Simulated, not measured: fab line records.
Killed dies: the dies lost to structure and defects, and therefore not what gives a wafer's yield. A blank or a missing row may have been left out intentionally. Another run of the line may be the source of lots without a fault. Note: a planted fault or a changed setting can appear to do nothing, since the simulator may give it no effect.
Problem report, 8D (eight disciplines) form, completed by code ; flow rit_cmos ; the parts of the form that need people (team, actions taken, sign-off) are left out

== 1. THE PROBLEM ==
run_length_s at RIT_M1_METAL_ETCH_12 reads a mean of 152.3 s on 6 wafers of 2 lots; wafers without a fault read 193.6 s with a standard deviation of 0.37. So: -99 or more standard deviations from the usual mean.
The step: etches Al in Cl2/BCl3, stops on SiO2, time 165 s, target depth 600 nm.
First observed at day 7 00:41: wafer L880.1, on rie_metal-01. Wafers with a number at this step in the record: 42, from 14 lots. Rule for "out", or "out of limits": more than 4 standard deviations from the usual mean. The rest of the wafers with a number are treated as sound.

== 2. WHAT IT IS, WHAT IT ISN'T ==
question;is;is not
which readings at this step;run_length_s, oes_product_au;bcl3_flow_sccm, drypump_motor_current_A, mfc_cl2_sccm, throttle_valve_pct
which lots;L880, L882;L864, L866, L867, L868, L869, L872, L873, L875, L876, L878, L886, L887
which wafers of those lots;all that have a number;-
read on which tools;rie_metal-01;rie_metal-03, rie_metal-04
when;from day 7 00:41;"up to then (30 sound wafers); but 6 sound wafers of L886, L887 came after"

== 3. SUSPECTS, AND WHAT RULES EACH OUT ==
Counting: any tool at a process step up to the reading is kept as a suspect provided that every lot that is out went through it and no sound lot did after the first of them.
- rie_metal-01 at RIT_M1_METAL_ETCH_12 (etches Al in Cl2/BCl3, stops on SiO2, time 165 s, target depth 600 nm): kept. All lots that are out passed through it, beginning with L880 at day 7 00:41, and no sound lot followed; its final sound lot before that point was L878 at day 6 21:31. Out on those wafers are its own readings of oes_product_au, run_length_s.
After counting, what remains is rie_metal-01 at RIT_M1_METAL_ETCH_12.

== 4. THE CAUSE (what the simulator had put in) ==
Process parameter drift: rie_metal-01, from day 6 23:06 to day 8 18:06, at RIT_M1_METAL_ETCH_12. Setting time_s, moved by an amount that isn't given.
Counting left only this tool.

== 5. THE CHAIN OF EFFECTS, in route order ==
Each row: a reading where the mean over the struck wafers with a number is more than 3 standard deviations away from the usual. Only readings for which the record gives a usual standard deviation are gone through. hours: the time from each lot's start at the first step in this table that gives one to its start at this step, as a median over the lots. sigmas: the change in usual standard deviations.
hours;step;reading;usual;on struck wafers;change;sigmas
0;RIT_M1_METAL_ETCH_12;oes_product_au;0.778 a.u.;1.000;+0.222;+20
0;RIT_M1_METAL_ETCH_12;run_length_s;193.6 s;152.3;-41.2;-99 or more
Process steps it contains:
- RIT_M1_METAL_ETCH_12: etches Al in Cl2/BCl3, stops on SiO2, time 165 s, target depth 600 nm.

== 6. WHAT WOULD HAVE CAUGHT IT SOONER ==
First out-of-limits reading in this record: day 7 00:41, which is 2 hours after fault onset at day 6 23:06.
